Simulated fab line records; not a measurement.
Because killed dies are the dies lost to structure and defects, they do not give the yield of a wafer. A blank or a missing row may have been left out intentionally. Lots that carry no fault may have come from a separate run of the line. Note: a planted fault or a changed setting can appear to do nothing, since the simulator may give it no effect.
Which tool was responsible? / flow berkeley-cmos170 / 14 lots with 42 wafers sampled at 5 steps, on a route of 331 steps

== WHAT THE GAUGES SHOWED, per wafer ==
UCB170_SACOX_THK_MEAS_02.
lot=L146; measured=day 6 02:52; on=film-metro-01; SACOX_OXIDE_THK (nm)=14.03 13.88 14.24
lot=L145; measured=day 6 02:52; on=film-metro-04; SACOX_OXIDE_THK (nm)=14.44 14.11 14.17
lot=L147; measured=day 6 19:27; on=film-metro-04; SACOX_OXIDE_THK (nm)=13.98 13.87 13.70
lot=L148; measured=day 6 19:27; on=film-metro-01; SACOX_OXIDE_THK (nm)=14.57 14.27 14.30
lot=L150; measured=day 7 02:56; on=film-metro-04; SACOX_OXIDE_THK (nm)=14.14 14.15 14.27
lot=L151; measured=day 7 11:39; on=film-metro-04; SACOX_OXIDE_THK (nm)=13.88 14.22 14.07
lot=L152; measured=day 7 11:39; on=film-metro-01; SACOX_OXIDE_THK (nm)=13.88 13.86 13.94
lot=L153; measured=day 7 21:03; on=film-metro-01; SACOX_OXIDE_THK (nm)=14.35 14.05 14.23
lot=L156; measured=day 8 18:31; on=film-metro-04; SACOX_OXIDE_THK (nm)=14.28 14.38 14.25
lot=L159; measured=day 8 18:32; on=film-metro-03; SACOX_OXIDE_THK (nm)=14.10 14.42 14.55
lot=L162; measured=day 9 14:27; on=film-metro-01; SACOX_OXIDE_THK (nm)=14.04 14.06 14.20
lot=L165; measured=day 10 11:27; on=film-metro-01; SACOX_OXIDE_THK (nm)=14.44 14.12 14.01
lot=L166; measured=day 10 19:37; on=film-metro-03; SACOX_OXIDE_THK (nm)=13.99 13.99 13.82
lot=L167; measured=day 10 19:43; on=film-metro-03; SACOX_OXIDE_THK (nm)=14.26 14.43 14.46

UCB170_SDANNEAL_RS_MEAS_05: measurement is done with a four-point probe.
lot=L146; measured=day 8 15:10; on=film-metro-03; NLDD_RS (ohm/sq)=619.4 618.8 618.2
lot=L145; measured=day 8 15:01; on=film-metro-02; NLDD_RS (ohm/sq)=618.4 616.8 617.9
lot=L147; measured=day 9 01:12; on=film-metro-02; NLDD_RS (ohm/sq)=617.2 616.9 616.7
lot=L148; measured=day 9 01:12; on=film-metro-03; NLDD_RS (ohm/sq)=619.3 620.1 616.2
lot=L150; measured=day 9 01:28; on=film-metro-04; NLDD_RS (ohm/sq)=619.3 617.8 617.7
lot=L151; measured=day 9 12:38; on=film-metro-03; NLDD_RS (ohm/sq)=620.2 620.1 620.4
lot=L152; measured=day 9 12:59; on=film-metro-04; NLDD_RS (ohm/sq)=618.6 621.2 618.5
lot=L153; measured=day 10 04:11; on=film-metro-02; NLDD_RS (ohm/sq)=617.9 615.9 617.6
lot=L156; measured=day 10 17:53; on=film-metro-02; NLDD_RS (ohm/sq)=619.0 620.1 618.2
lot=L159; measured=day 10 18:55; on=film-metro-02; NLDD_RS (ohm/sq)=643.9 646.5 645.4
lot=L162; measured=day 11 20:14; on=film-metro-03; NLDD_RS (ohm/sq)=643.4 644.5 643.5
lot=L165; measured=day 12 08:41; on=film-metro-04; NLDD_RS (ohm/sq)=619.3 617.5 618.8
lot=L166; measured=day 12 22:10; on=film-metro-04; NLDD_RS (ohm/sq)=618.6 618.4 615.3
lot=L167; measured=day 12 20:52; on=film-metro-02; NLDD_RS (ohm/sq)=617.0 617.7 617.9

UCB170_M1_RS_MEAS_01: measurement is done with a four-point probe.
lot=L146; measured=day 8 22:52; on=film-metro-04; M1_AL_RS (ohm/sq)=0.0497 0.0494 0.0499
lot=L145; measured=day 8 21:35; on=film-metro-03; M1_AL_RS (ohm/sq)=0.0486 0.0482 0.0484
lot=L147; measured=day 9 08:15; on=film-metro-02; M1_AL_RS (ohm/sq)=0.0481 0.0488 0.0484
lot=L148; measured=day 9 08:11; on=film-metro-04; M1_AL_RS (ohm/sq)=0.0488 0.0486 0.0489
lot=L150; measured=day 9 11:59; on=film-metro-02; M1_AL_RS (ohm/sq)=0.0491 0.0488 0.0489
lot=L151; measured=day 9 19:04; on=film-metro-03; M1_AL_RS (ohm/sq)=0.0490 0.0483 0.0488
lot=L152; measured=day 9 19:22; on=film-metro-04; M1_AL_RS (ohm/sq)=0.0478 0.0482 0.0480
lot=L153; measured=day 10 12:01; on=film-metro-04; M1_AL_RS (ohm/sq)=0.0491 0.0496 0.0486
lot=L156; measured=day 10 23:36; on=film-metro-02; M1_AL_RS (ohm/sq)=0.0496 0.0483 0.0500
lot=L159; measured=day 11 02:18; on=film-metro-03; M1_AL_RS (ohm/sq)=0.0502 0.0501 0.0494
lot=L162; measured=day 12 01:58; on=film-metro-02; M1_AL_RS (ohm/sq)=0.0483 0.0492 0.0491
lot=L165; measured=day 12 17:07; on=film-metro-04; M1_AL_RS (ohm/sq)=0.0474 0.0480 0.0497
lot=L166; measured=day 13 04:14; on=film-metro-03; M1_AL_RS (ohm/sq)=0.0497 0.0473 0.0485
lot=L167; measured=day 13 02:08; on=film-metro-03; M1_AL_RS (ohm/sq)=0.0484 0.0481 0.0487

UCB170_M3_OVL_MEAS_16.
lot=L146; measured=day 9 18:17; on=overlay-02; M3_OVL (nm)=2 7 4
lot=L145; measured=day 9 16:29; on=overlay-01; M3_OVL (nm)=15 14 5
lot=L147; measured=day 10 02:20; on=overlay-02; M3_OVL (nm)=2 -2 -1
lot=L148; measured=day 10 00:06; on=overlay-02; M3_OVL (nm)=4 3 2
lot=L150; measured=day 10 03:11; on=overlay-01; M3_OVL (nm)=4 5 5
lot=L151; measured=day 10 12:00; on=overlay-01; M3_OVL (nm)=9 0 6
lot=L152; measured=day 10 12:24; on=overlay-01; M3_OVL (nm)=-4 0 -4
lot=L153; measured=day 11 01:45; on=overlay-01; M3_OVL (nm)=8 7 2
lot=L156; measured=day 11 14:08; on=overlay-01; M3_OVL (nm)=6 11 7
lot=L159; measured=day 11 17:43; on=overlay-01; M3_OVL (nm)=3 7 8
lot=L162; measured=day 12 15:56; on=overlay-02; M3_OVL (nm)=13 15 15
lot=L165; measured=day 13 12:29; on=overlay-02; M3_OVL (nm)=7 3 7
lot=L166; measured=day 13 20:06; on=overlay-02; M3_OVL (nm)=-2 0 7
lot=L167; measured=day 13 19:02; on=overlay-02; M3_OVL (nm)=3 -2 -2

== TOOL THAT RAN EACH LOT (tool first, then ch and the chambers of the sampled wafers, then the start) ==
lot=L146; UCB170_NLDD_IMPLANT_09=implanter-02 ch 0, day 7 22:41
lot=L145; UCB170_NLDD_IMPLANT_09=implanter-04 ch 0, day 7 22:19
lot=L147; UCB170_NLDD_IMPLANT_09=implanter-04 ch 0, day 8 10:40
lot=L148; UCB170_NLDD_IMPLANT_09=implanter-04 ch 0, day 8 11:31
lot=L150; UCB170_NLDD_IMPLANT_09=implanter-04 ch 0, day 8 11:14
lot=L151; UCB170_NLDD_IMPLANT_09=implanter-01 ch 0, day 9 00:02
lot=L152; UCB170_NLDD_IMPLANT_09=implanter-04 ch 0, day 8 23:14
lot=L153; UCB170_NLDD_IMPLANT_09=implanter-01 ch 0, day 9 14:08
lot=L156; UCB170_NLDD_IMPLANT_09=implanter-04 ch 0, day 10 06:29
lot=L159; UCB170_NLDD_IMPLANT_09=implanter-04 ch 0, day 10 08:13
lot=L162; UCB170_NLDD_IMPLANT_09=implanter-04 ch 0, day 11 07:55
lot=L165; UCB170_NLDD_IMPLANT_09=implanter-02 ch 0, day 11 22:08
lot=L166; UCB170_NLDD_IMPLANT_09=implanter-02 ch 0, day 12 08:13
lot=L167; UCB170_NLDD_IMPLANT_09=implanter-01 ch 0, day 12 07:47
- UCB170_NLDD_IMPLANT_09

== WHAT THE TOOLS THEMSELVES READ (means of the sampled wafers that have a number; where no wafer has one, the mark that the record gives instead) ==
UCB170_NLDD_IMPLANT_09.
lot=L146 tool=implanter-02 dose-ions-cm2=5.000e+13 faraday-current-uA=158.4
lot=L145 tool=implanter-04 dose-ions-cm2=5.001e+13 faraday-current-uA=157.1
lot=L147 tool=implanter-04 dose-ions-cm2=5.002e+13 faraday-current-uA=160.8
lot=L148 tool=implanter-04 dose-ions-cm2=5.001e+13 faraday-current-uA=159.1
lot=L150 tool=implanter-04 dose-ions-cm2=4.996e+13 faraday-current-uA=157.2
lot=L151 tool=implanter-01 dose-ions-cm2=5.006e+13 faraday-current-uA=157.6
lot=L152 tool=implanter-04 dose-ions-cm2=5.006e+13 faraday-current-uA=156.9
lot=L153 tool=implanter-01 dose-ions-cm2=5.003e+13 faraday-current-uA=159.8
lot=L156 tool=implanter-04 dose-ions-cm2=5.002e+13 faraday-current-uA=160.2
lot=L159 tool=implanter-04 dose-ions-cm2=4.399e+13 faraday-current-uA=140.8
lot=L162 tool=implanter-04 dose-ions-cm2=4.408e+13 faraday-current-uA=138.9
lot=L165 tool=implanter-02 dose-ions-cm2=5.003e+13 faraday-current-uA=158.3
lot=L166 tool=implanter-02 dose-ions-cm2=4.994e+13 faraday-current-uA=160.6
lot=L167 tool=implanter-01 dose-ions-cm2=4.997e+13 faraday-current-uA=161.1

== THE ANSWER, worked out from the rows above alone ==
Rule: the lots themselves supply what counts as usual. Put in order of their means at a reading, lots are off if they are a third of the lots or fewer, leave a main group of 4 or more, and stand apart from it by a gap of 3 or more times the standard deviation of the main group's means; of several such gaps the widest counts. Not used: any main group whose means are identical at the precision the tables above print for the reading. A lot without any number at a reading at which 4 lots or more have one is off too. The other lots that the step has rows for count as sound. After the gauges, taken in route order, come the tools' own readings; for these a lot's mean is taken, as printed above. At the first step where some lot is off, the reading lying furthest off is the one used; lots without a number count as furthest.
Off: at UCB170_SDANNEAL_RS_MEAS_05 (NLDD_RS), L159, L162. The main group: mean 618.3 ohm/sq, standard deviation 0.96.
A tool fits if, at a process step before that reading, it ran every lot that is off, and no sound lot after the first of them. The gauges at UCB170_SDANNEAL_RS_MEAS_05 aren't tried: what is off there is off at UCB170_NLDD_IMPLANT_09 too, on other tools, and a gauge's error can't cause that. One fits: UCB170_NLDD_IMPLANT_09 on implanter-04. Its last sound lot is L156 (day 10 06:29), its first lot that is off L159 (day 10 08:13): a fault that began between those two fits.
The tool's own readings at UCB170_NLDD_IMPLANT_09 bear it out: on the lots that are off they differ by more than 5 times the standard deviation of the sound lots' means. dose-ions-cm2 reads 4.404e+13 there against 5.001e+13 on the sound lots; faraday-current-uA reads 139.9 there against 158.9 on the sound lots.

== WHAT HAD BEEN PUT IN BY THE SIMULATOR ==
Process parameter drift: implanter-04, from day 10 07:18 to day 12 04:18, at UCB170_NLDD_IMPLANT_09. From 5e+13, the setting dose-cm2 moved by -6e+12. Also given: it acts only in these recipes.
Struck lots among those shown: L159, L162. The same result came from the rule above.
